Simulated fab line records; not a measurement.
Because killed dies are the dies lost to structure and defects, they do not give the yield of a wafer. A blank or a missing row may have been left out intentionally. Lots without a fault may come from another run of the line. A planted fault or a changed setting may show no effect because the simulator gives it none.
2 desks, one fault :: flow rit cmos :: what lay behind the numbers comes last; until then each desk has only its own

THE METROLOGY DESK
Lot by lot, what the gauges showed, no matter which tool ran the lot: averages of those sampled wafers that carry a number. Marked OUT: a lot whose mean sits more than 4 standard deviations from the usual mean, which makes it out of limits; the brackets give that distance.
Columns: A = cd nm at RIT_CONTACT_CD_MEAS_08, usual 999.9 nm
lot: L110
first seen here: day 3 04:47
A: 999.1

lot: L111
first seen here: day 3 09:07
A: 1003.0

lot: L112
first seen here: day 3 15:48
A: 996.8

lot: L113
first seen here: day 3 20:03
A: 998.5

lot: L114
first seen here: day 4 00:19
A: 999.0

lot: L115
first seen here: day 4 04:55
A: 996.6

lot: L116
first seen here: day 4 12:10
A: 1006.5

lot: L117
first seen here: day 4 16:10
A: 1009.8 (+4.1) OUT

lot: L118
first seen here: day 4 22:13
A: 1001.1

lot: L119
first seen here: day 5 00:09
A: 997.6

lot: L121
first seen here: day 5 12:32
A: 1002.9

lot: L125
first seen here: day 6 06:07
A: 1001.4

lot: L129
first seen here: day 7 04:10
A: 1000.5

lot: L130
first seen here: day 7 10:38
A: 1001.0

lot: L132
first seen here: day 7 18:40
A: 998.1
This desk's finding: out of limits on L117; first on L117, day 4 16:10 (cd nm at RIT_CONTACT_CD_MEAS_08). L110, L111, L112, L113, L114, L115, L116, L118, L119, L121, L125, L129, L130, L132 stayed within limits.

AT THE TOOL OWNER'S DESK: litho track-02
The tool's own readings at RIT_CONTACT_COAT_03 (resist thk 1000 nm): means of the sampled wafers that have a number, for each lot that ran on this tool. Marked OUT: a lot whose mean sits more than 4 standard deviations from the usual mean, which makes it out of limits; the brackets give that distance.
Columns: A = dispense pressure kPa at RIT_CONTACT_COAT_03, usual 49.4 kPa; B = resist line temp C at RIT_CONTACT_COAT_03, usual 23.00 C; C = spin speed rpm at RIT_CONTACT_COAT_03, usual 3249.9 rpm
lot: L110
first seen here: day 3 03:51
A: 47.0
B: 22.88
C: 3246.9

lot: L112
first seen here: day 3 14:52
A: 47.0
B: 22.89
C: 3246.7

lot: L113
first seen here: day 3 19:03
A: 47.0
B: 23.06
C: 3251.3

lot: L115
first seen here: day 4 03:59
A: 47.0
B: 22.88
C: 3251.0

lot: L116
first seen here: day 4 11:21
A: 47.0
B: 23.01
C: 3771.2 (+99 or more) OUT

lot: L117
first seen here: day 4 15:13
A: 47.0
B: 22.84
C: 3770.2 (+99 or more) OUT

lot: L121
first seen here: day 5 11:44
A: 47.0
B: 22.85
C: 3772.4 (+99 or more) OUT
This desk's finding: out of limits on L116, L117, L121; first on L116, day 4 11:21 (spin speed rpm at RIT_CONTACT_COAT_03). L110, L112, L113, L115 stayed within limits.

PUT TOGETHER
On L116, L117, L121, at day 4 11:21, an alarm was possible from the tool owner's desk.
An alarm was possible from the metrology desk at day 4 16:10, on L117.
The metrology desk has L116, L121 on record, within its limits.
On litho track-02, each named lot ran RIT_CONTACT_COAT_03.

WHAT HAD BEEN PUT IN BY THE SIMULATOR
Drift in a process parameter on litho track-02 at RIT_CONTACT_COAT_03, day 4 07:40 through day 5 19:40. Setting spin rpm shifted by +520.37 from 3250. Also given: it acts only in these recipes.
Lots struck among those shown: L116, L117, L121.
Counting hours from when the fault started, the first reading out of limits came at 4 for the tool owner's desk and at 8 for the metrology desk.
